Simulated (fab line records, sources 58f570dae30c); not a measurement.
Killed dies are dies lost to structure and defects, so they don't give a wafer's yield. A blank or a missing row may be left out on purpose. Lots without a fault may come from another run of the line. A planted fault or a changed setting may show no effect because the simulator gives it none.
Which tool did it? | flow berkeley_cmos170 | 14 lots, 42 wafers sampled, at 4 steps of a route of 331

WHAT THE GAUGES READ, wafer by wafer
UCB170_PFIELD_TW_MEAS_09.
lot  | measured    | on            | PFIELD_TW
L831 | day 4 05:13 | film_metro-02 | 599 600 599
L833 | day 4 15:31 | film_metro-03 | 607 604 603
L835 | day 5 01:19 | film_metro-02 | 606 603 601
L836 | day 5 01:35 | film_metro-02 | 604 600 605
L838 | day 5 16:42 | film_metro-03 | 605 605 605
L837 | day 5 17:07 | film_metro-01 | 597 600 601
L841 | day 6 09:35 | film_metro-02 | 607 605 607
L845 | day 7 13:15 | film_metro-03 | 601 605 604
L847 | day 8 00:26 | film_metro-01 | 598 596 595
L848 | day 8 00:37 | film_metro-03 | 602 604 600
L849 | day 8 16:17 | film_metro-01 | 596 596 597
L850 | day 9 02:24 | film_metro-03 | 601 600 599
L852 | day 9 11:00 | film_metro-01 | 599 601 600
L854 | day 9 11:49 | film_metro-02 | 605 604 599

UCB170_PVT_OVL_MEAS_06.
lot  | measured     | on         | PVT_OVL (nm)
L831 | day 5 13:15  | overlay-02 | 9 6 4
L833 | day 6 00:01  | overlay-01 | -2 -6 -4
L835 | day 6 11:24  | overlay-01 | 5 8 6
L836 | day 6 11:32  | overlay-02 | 5 5 1
L838 | day 7 04:41  | overlay-02 | -3 4 2
L837 | day 7 04:35  | overlay-01 | 5 4 3
L841 | day 8 00:31  | overlay-01 | -2 -7 -5
L845 | day 9 01:20  | overlay-01 | 13 7 13
L847 | day 9 07:17  | overlay-02 | -2 -3 -2
L848 | day 9 06:39  | overlay-01 | 1 5 8
L849 | day 9 20:20  | overlay-01 | -3 0 -3
L850 | day 10 01:37 | overlay-01 | 5 8 6
L852 | day 10 09:04 | overlay-01 | -10 -5 -10
L854 | day 10 08:46 | overlay-02 | 14 16 9

UCB170_GATE_CD_MEAS_90: target cd 350 nm.
lot  | measured     | on        | cd_nm (nm)
L831 | day 5 23:59  | cd_sem-01 | 351.3 349.5 351.1
L833 | day 6 13:17  | cd_sem-01 | 353.2 353.1 352.9
L835 | day 7 03:19  | cd_sem-02 | 348.4 348.6 348.3
L836 | day 7 03:30  | cd_sem-02 | 350.4 349.5 350.0
L838 | day 7 18:25  | cd_sem-02 | 350.6 351.1 350.9
L837 | day 7 18:11  | cd_sem-01 | 347.9 346.5 347.2
L841 | day 8 16:54  | cd_sem-01 | 350.4 350.2 351.3
L845 | day 9 11:16  | cd_sem-02 | 349.7 351.6 351.9
L847 | day 9 15:29  | cd_sem-02 | 350.0 350.6 348.7
L848 | day 9 15:22  | cd_sem-02 | 351.2 352.1 350.3
L849 | day 10 05:11 | cd_sem-02 | 352.3 351.5 353.8
L850 | day 10 09:27 | cd_sem-01 | 350.3 351.3 351.9
L852 | day 10 19:24 | cd_sem-02 | 350.9 351.9 352.4
L854 | day 10 19:12 | cd_sem-02 | 347.4 349.0 348.0

WHICH TOOL RAN EACH LOT (tool, then ch and the chambers of the sampled wafers, then the start)
lot  | UCB170_GATE_STRIP_16
L831 | plasma_asher-03 ch 0,1, day 5 23:53
L833 | plasma_asher-04 ch 0,1, day 6 13:09
L835 | plasma_asher-03 ch 0,1, day 7 03:10
L836 | plasma_asher-04 ch 0,1, day 7 03:24
L838 | plasma_asher-04 ch 0,1, day 7 18:19
L837 | plasma_asher-03 ch 0,1, day 7 17:59
L841 | plasma_asher-01 ch 0,1, day 8 16:47
L845 | plasma_asher-03 ch 0, day 9 11:10
L847 | plasma_asher-01 ch 0,1, day 9 15:23
L848 | plasma_asher-03 ch 0,1, day 9 15:16
L849 | plasma_asher-01 ch 0,1, day 10 05:04
L850 | plasma_asher-03 ch 0,1, day 10 09:20
L852 | plasma_asher-01 ch 0,1, day 10 19:18
L854 | plasma_asher-04 ch 0,1, day 10 19:06
- UCB170_GATE_STRIP_16: strips in O2.

WHAT THE TOOLS THEMSELVES READ (means of the sampled wafers that have a number; where no wafer has one, the mark that the record gives instead)
UCB170_GATE_STRIP_16.
lot  | tool            | chamber_pressure_mTorr (mTorr) | drypump_motor_current_A (A) | oes_product_au (a.u.)
L831 | plasma_asher-03 | 3502                           | 6.1                         | 0.725
L833 | plasma_asher-04 | 3501                           | 5.1                         | 0.726
L835 | plasma_asher-03 | 3499                           | 6.1                         | 0.727
L836 | plasma_asher-04 | 3500                           | 5.3                         | 0.718
L838 | plasma_asher-04 | -                              | -                           | -
L837 | plasma_asher-03 | -                              | -                           | -
L841 | plasma_asher-01 | 3503                           | 6.0                         | 0.724
L845 | plasma_asher-03 | 3501                           | 5.6                         | 0.725
L847 | plasma_asher-01 | 3497                           | 5.8                         | 0.726
L848 | plasma_asher-03 | 3500                           | 5.9                         | 0.721
L849 | plasma_asher-01 | 3496                           | 5.8                         | 0.725
L850 | plasma_asher-03 | 3501                           | 6.1                         | 0.723
L852 | plasma_asher-01 | 3500                           | 5.8                         | 0.722
L854 | plasma_asher-04 | 3501                           | 5.3                         | 0.728

THE ANSWER, worked out from the rows above alone
Rule: what is usual is taken from the lots themselves. Put in order of their means at a reading, lots are off if they are a third of the lots or fewer, leave a main group of 4 or more, and stand apart from it by a gap of 3 or more times the standard deviation of the main group's means; of several such gaps the widest counts. A main group whose means are all the same, to the digits that the tables above print for the reading, isn't used. A lot without any number at a reading at which 4 lots or more have one is off too. The other lots that the step has rows for count as sound. The gauges are gone through in route order, then the tools' own readings, and for those a lot's mean is taken as printed above. The first step at which some lot is off is used, and at that step the reading that is off furthest; a lot without a number counts as furthest.
Off: L838, L837, at UCB170_GATE_STRIP_16 (chamber_pressure_mTorr). Without a number there: L838, L837. The main group: mean 3500 mTorr, standard deviation 1.9.
A tool fits if, at that step or a process step before it, it ran every lot that is off, and no sound lot after the first of them. None of those tried fits.

WHAT THE SIMULATOR HAD PUT IN
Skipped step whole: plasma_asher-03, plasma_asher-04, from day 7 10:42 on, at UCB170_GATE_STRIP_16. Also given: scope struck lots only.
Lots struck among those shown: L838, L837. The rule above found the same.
